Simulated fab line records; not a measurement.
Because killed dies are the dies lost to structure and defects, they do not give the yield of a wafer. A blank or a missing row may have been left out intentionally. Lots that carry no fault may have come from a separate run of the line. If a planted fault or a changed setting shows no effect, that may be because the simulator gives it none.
A lot that was struck, set against a sound lot + flow ritCmos + 13 steps out of a route of 202
Sound: these wafers, L285.1, L285.5, L285.6. Wafers struck: L298.2, L298.3, L298.4. Last of all comes the cause.
Each step with rows lists, per side, the tool, then ch with its chambers, then its first start. Under that, the readings that differ: sound wafers + struck wafers + difference of the means + sigmas: that difference in standard deviations of wafers without a fault.
alike: a reading whose means differ by less than 2 such deviations, as well as words and numbers matching on both sides. not compared: withheld readings; readings where some wafer has no value; bounds like >300 that might hide an equal value; numbers whose values overlap and for which the record gives no deviation.
Wherever a step has rows on one side only, a row that says differs or no value, or a row with sigmas, the two part there. Numbers that don't overlap but have no deviation are shown without sigmas and don't part them. Lack of a reading on every wafer of one side parts them only where that side has two or more wafers.

first, 2 steps without rows for these wafers: RIT_PLDD_PEB_04; RIT_PLDD_DEVELOP_05 (develop time 50 s).
RIT_PLDD_OVL_MEAS_06:
  sound: overlay-02 at day 3 04:23; struck: overlay-02 at day 5 22:55
  alike: PLDD_OVL
then, 2 steps without rows for these wafers: RIT_PLDD_HARDBAKE_07 (time 60 s); RIT_PLDD_IMPLANT_08.
RIT_PLDD_STRIP_09: strips in O2, time 180 s.
  sound on plasmaAsher-02 ch 0,1, day 3 04:44; struck on plasmaAsher-02 ch 0,1, day 5 23:14
  alike: drypumpMotorCurrentA
  not compared: rfHoursCounterH
RIT_PLDD_TW_MEAS_10:
  sound: filmMetro-01 at day 3 04:54; struck: filmMetro-03 at day 5 23:26
| reading | sound          | struck         | difference | sigmas |
|---------|----------------|----------------|------------|--------|
| PLDD_TW | 2333 2333 2331 | 2415 2408 2419 | +82        | +3     |
then, 4 steps without rows for these wafers: RIT_SPACER_CLEAN_00 (cleans in SC1, time 600 s); RIT_SPACER_CLEAN_01 (cleans in dHF, time 30 s); RIT_SPACER_CLEAN_02 (cleans in SC2, time 600 s); RIT_SPACER_CVD_03 (deposits Si3N4 from SiH2Cl2/NH3, target thk 250 nm, time 3300 s).
RIT_SPACER_THK_MEAS_04:
  sound: filmMetro-04 at day 3 07:16; struck: filmMetro-04 at day 6 01:46
  alike: SPACER_NITRIDE_THK
RIT_SPACER_ETCHBACK_05: etches Si3N4 in SF6/CHF3, stops on SiO2, target depth 250 nm, time 240 s.
  sound on rieDiel-03 ch 0,3, day 3 07:19; struck on rieDiel-03 ch 0,1,3, day 6 01:49
  no value came back on the struck wafers for any of 5 readings (CHF3_flow_sccm (sccm), SF6_flow_sccm (sccm) and others); on the sound wafers CHF3_flow_sccm (sccm) reads 30.03 30.06 30.15
| reading                                    | sound             | struck            | difference | sigmas |
|--------------------------------------------|-------------------|-------------------|------------|--------|
| model.poly-Si_of_GATE_CVD_08.thkNm (nm)    | 174 173.6 170.7   | 231.6 232.7 231   | +59.0      |        |
| model.Si3N4_of_SPACER_CVD_03.thkNm (nm)    | 198.9 197.4 197.8 | 244.9 247.3 249.9 | +49.3      |        |
| model.SiO2_of_FOX2_OXIDATION_00.thkNm (nm) | 184.1 181.4 178.9 | 234.5 226.9 227.5 | +48.2      |        |
  not compared: rfHoursCounterH

WHERE THEY PART
At RIT_PLDD_TW_MEAS_10 first; at RIT_SPACER_ETCHBACK_05 last (within this record only).

WHY: the cause the simulator had injected
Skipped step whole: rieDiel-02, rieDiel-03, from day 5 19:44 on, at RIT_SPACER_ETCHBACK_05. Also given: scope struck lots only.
